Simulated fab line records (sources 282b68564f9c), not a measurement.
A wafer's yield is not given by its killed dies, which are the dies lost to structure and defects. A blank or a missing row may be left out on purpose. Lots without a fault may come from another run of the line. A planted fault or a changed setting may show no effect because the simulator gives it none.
Comparing a struck lot with a sound one | flow ritCmos | 28 steps out of a route of 202
Sound: these wafers, L529.1, L529.2, L529.5. The struck wafers were L542.1, L542.4, L542.6. At the end, the cause is stated.
Order at every step that has rows: each side's tool, ch and its chambers, its first start. Under that, the readings that differ: sound wafers | struck wafers | difference of the means | sigmas: that difference in standard deviations of wafers without a fault.
alike: same words and numbers on both sides, and readings whose means sit less than 2 such deviations apart. not compared: any withheld reading, any reading some wafer has no value for, any bound like >300 that may hide the same value, and any number with overlapping values for which the record gives no deviation.
The two part at a step that has a row with sigmas, a row that says differs or no value, or rows on one side only. Non-overlapping numbers with no deviation appear without sigmas and do not part them. A reading missing from all wafers of one side parts the sides only when that side holds two or more wafers.

RIT_ACTIVE_BOW_MEAS_00:
  sound on filmMetro-04 at day 3 12:00; struck on filmMetro-02 at day 6 05:00
reading           | sound     | struck  | difference | sigmas
INCOMING_BOW (um) | -5 -12 -4 | 0 10 11 | +14        | +2
RIT_ACTIVE_OXIDATION_01: target thk 46.8 nm, ox time 3360 s.
  sound on furnace-04 ch 0, day 3 12:29; struck on furnace-01 ch 0, day 6 08:53
reading                                      | sound                | struck               | difference | sigmas
spikeTcCentreC (C)                           | 1002.1 1000.5 1000.8 | 961.2 962.8 961.1    | -39.4      | -26
spikeTcLoadC (C)                             | 1021.6 1021.9 1021.4 | 987.0 988.1 988.9    | -33.6      | -11
spikeTcSourceC (C)                           | 1022.7 1022.0 1024.5 | 984.9 987.1 986.9    | -36.8      | -22
tubeCenterTempC (C)                          | 999.96 1000 1000     | 960.07 960.08 959.95 | -39.95     | -99 or more
tube_center_temp_C_max                       | 1003.4 1003.2 1002.7 | 962.5 962.5 962.6    | -40.6      | -90
zonePowerCentrePct (%)                       | 45.7 45.8 46.4       | 43.0 42.9 43.6       | -2.8       | -5
zonePowerLoadPct (%)                         | 35.7 36.3 35.4       | 31.5 31.7 31.8       | -4.1       | -6
model.SiO2_of_ACTIVE_OXIDATION_01.thkNm (nm) | 46.21 45.7 45.26     | 32.77 32.43 31.46    | -13.50     | 
RIT_ACTIVE_THK_MEAS_02:
  sound on filmMetro-03 at day 3 14:25; struck on filmMetro-02 at day 6 10:49
reading               | sound          | struck         | difference | sigmas
ACTIVE_OXIDE_THK (nm) | 46.2 45.7 45.2 | 32.8 32.4 31.4 | -13.5      | -14
then, 1 step without rows for these wafers: RIT_ACTIVE_CVD_03 (deposits Si3N4 from SiH2Cl2/NH3, target thk 150 nm, time 1500 s).
RIT_ACTIVE_THK_MEAS_04:
  sound on filmMetro-02 at day 3 15:53; struck on filmMetro-04 at day 6 12:17
  alike: ACTIVE_NITRIDE_THK
then, 6 steps without rows for these wafers: RIT_ACTIVE_HMDS_05 (prime time 60 s); RIT_ACTIVE_COAT_06 (resist thk 1000 nm); RIT_ACTIVE_SOFTBAKE_07 (time 60 s); RIT_ACTIVE_EXPOSE_08 (exposes mask M1, target cd 1400 nm); RIT_ACTIVE_PEB_09; RIT_ACTIVE_DEVELOP_10 (develop time 50 s).
RIT_ACTIVE_CD_MEAS_11: the cd target is 1400 nm.
  sound on cdSem-01 at day 3 17:06; struck on cdSem-01 at day 6 13:12
  alike: cdNm
then, 1 step without rows for these wafers: RIT_ACTIVE_HARDBAKE_12 (time 60 s).
RIT_ACTIVE_ETCH_13: etches Si3N4 in SF6, stops on SiO2, time 210 s, target depth 210 nm.
  sound on rieDiel-04 ch 0,3, day 3 17:29; struck on rieDiel-01 ch 0,1,3, day 6 13:28
  alike: drypumpMotorCurrentA, oesProductAu, throttleValvePct
  not compared: rfHoursCounterH
RIT_ACTIVE_STRIP_14: strips in O2, time 180 s.
  sound on plasmaAsher-01 ch 0,1, day 3 17:37; struck on plasmaAsher-02 ch 0,1, day 6 13:36
  alike: drypumpMotorCurrentA
  not compared: rfHoursCounterH
RIT_ACTIVE_CD_MEAS_90: the cd target is 1400 nm.
  sound on cdSem-01 at day 3 17:47; struck on cdSem-01 at day 6 13:47
  alike: cdNm
then, 4 steps without rows for these wafers: RIT_ACTIVE_CLEAN_15 (cleans in SC1, time 600 s); RIT_ACTIVE_CLEAN_16 (cleans in dHF, time 30 s); RIT_ACTIVE_CLEAN_17 (cleans in SC2, time 600 s); RIT_FOX1_OXIDATION_00 (target thk 350.7 nm, ox time 1130 s).
RIT_FOX1_THK_MEAS_01:
  sound on filmMetro-01 at day 3 21:39; struck on filmMetro-01 at day 6 18:15
  alike: FOX1_OXIDE_THK
then, 2 steps without rows for these wafers: RIT_FOX1_WET_ETCH_02 (etches SiO2 in BOE, target depth 350 nm, time 390 s); RIT_FOX2_OXIDATION_00 (target thk 350.7 nm, ox time 1130 s).
RIT_FOX2_THK_MEAS_01:
  sound on filmMetro-03 at day 3 23:29; struck on filmMetro-04 at day 7 01:23
  alike: FOX2_OXIDE_THK
then, 1 step without rows for these wafers: RIT_FOX2_CLEAN_02 (cleans in dHF, time 180 s).
RIT_FOX2_WET_ETCH_03: etches Si3N4 in H3PO4, target depth 195 nm, time 2700 s.
  sound on wetBench-01 ch 1, day 3 23:37; struck on wetBench-02 ch 2, day 7 01:29
reading                                      | sound            | struck            | difference | sigmas
model.SiO2_of_ACTIVE_OXIDATION_01.thkNm (nm) | 41.02 40.58 40.2 | 29.26 27.85 27.58 | -12.37     | 
RIT_FOX2_THK_MEAS_90:
  sound on filmMetro-03 at day 4 00:22; struck on filmMetro-03 at day 7 02:19
  alike: FIELD_OXIDE_LEFT_1_THK
-- the record jumps here: 2 days lie between the struck wafers' starts before and after (it left off in module FOX2 and takes up again in module M1, whose first step shown is number 202 of the route) --
RIT_M1_PROBE_99:
  sound on prober-02 at day 5 17:13; struck on prober-01 at day 9 03:05
reading                           | sound             | struck            | difference | sigmas
model.etest.pldd.widthNm (nm)     | 3207 3181 3187    | 3269 3304 3304    | +101       | 
model.etest.nldd.widthNm (nm)     | 3195 3189 3188    | 3275 3285 3318    | +102       | 
model.etest.pplusSal.widthNm (nm) | 3468 3458 3468    | 3532 3520 3528    | +62        | 
model.etest.nplusSal.widthNm (nm) | 3458 3454 3462    | 3515 3509 3543    | +64        | 
model.etest.nmos_0p3.rOnOhmUm     | 2177 2172 2165    | 2097 2105 2127    | -62        | 
model.etest.nmosNarrow.driveUaUm  | 222.9 219.5 225.2 | 256.4 255.9 261.6 | +35.4      | 
model.etest.pmosNarrow.driveUaUm  | 102.5 101.6 103.9 | 118.4 117.7 117.2 | +15.1      | 
model.etest.nmos_0p3.driveUaUm    | 219.5 219.1 223.7 | 235.7 233.8 234   | +13.7      | 
  alike: killedAtFrontEnd, killedDies, killedOpen, killedShort

## WHERE THEY PART
Last at RIT_ACTIVE_THK_MEAS_02 as far as this record goes, first at RIT_ACTIVE_BOW_MEAS_00. Later steps at which nothing parts them and some readings are alike: RIT_ACTIVE_THK_MEAS_04, RIT_ACTIVE_CD_MEAS_11, RIT_ACTIVE_ETCH_13, RIT_ACTIVE_STRIP_14, RIT_ACTIVE_CD_MEAS_90, RIT_FOX1_THK_MEAS_01, RIT_FOX2_THK_MEAS_01, RIT_FOX2_THK_MEAS_90, RIT_M1_PROBE_99.

WHY: the cause the simulator had injected
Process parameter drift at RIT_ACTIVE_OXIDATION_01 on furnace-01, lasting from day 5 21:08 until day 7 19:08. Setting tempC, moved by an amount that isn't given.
